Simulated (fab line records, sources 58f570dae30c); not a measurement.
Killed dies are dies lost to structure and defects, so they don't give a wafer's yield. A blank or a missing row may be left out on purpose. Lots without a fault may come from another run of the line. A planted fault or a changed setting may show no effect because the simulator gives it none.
Chamber matching | flow berkeley_cmos170 | UCB170_V2_CMP_02 on cmp-01: 4 sister chambers
The step polishes SiO2. 7 wafers are shown with their chamber, then 7 later ones without.

WAFERS WITH THEIR CHAMBER
wafer  | chamber | motor_current_A (A)
L751.2 | 3       | 17.2
L751.5 | 1       | 17.4
L753.1 | 0       | 13.6
L753.2 | 2       | 15.6
L753.4 | 3       | 15.2
L752.1 | 1       | 18.0
L752.4 | 2       | 14.7

WAFERS WITHOUT THEIR CHAMBER
wafer  | motor_current_A (A)
L752.5 | 16.5
L758.2 | 17.8
L758.3 | 14.4
L758.6 | 14.3
L759.1 | 14.2
L759.2 | 18.3
L759.6 | 14.1

WHICH CHAMBER EACH WENT THROUGH
wafer  | from the rows above          | in truth
L752.5 | can't be placed: 3 or 1 or 2 | 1
L758.2 | can't be placed: 1 or 3      | 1
L758.3 | can't be placed: 2 or 0 or 3 | 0
L758.6 | can't be placed: 0 or 2 or 3 | 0
L759.1 | can't be placed: 0 or 2 or 3 | 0
L759.2 | can't be placed: 1 or 3      | 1
L759.6 | can't be placed: 0 or 2 or 3 | 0
Placed correctly: 0 of 7. Can't be placed from these rows: 7 (the true chamber is among the candidates in 7). Placed wrongly: 0.
How it was worked out, from the rows above alone: a wafer's distance from a chamber is the root of the sum, over the readings, of the square of ((its reading less the chamber's mean) divided by the reading's scatter). The wafer belongs to the nearest chamber; if the next one is less than 2 further off, it can't be placed. A chamber's mean is the mean of its shown wafers. The scatter: the root of (the sum of the squares of (reading less its chamber's mean) over the shown wafers, divided by (wafers less chambers)).
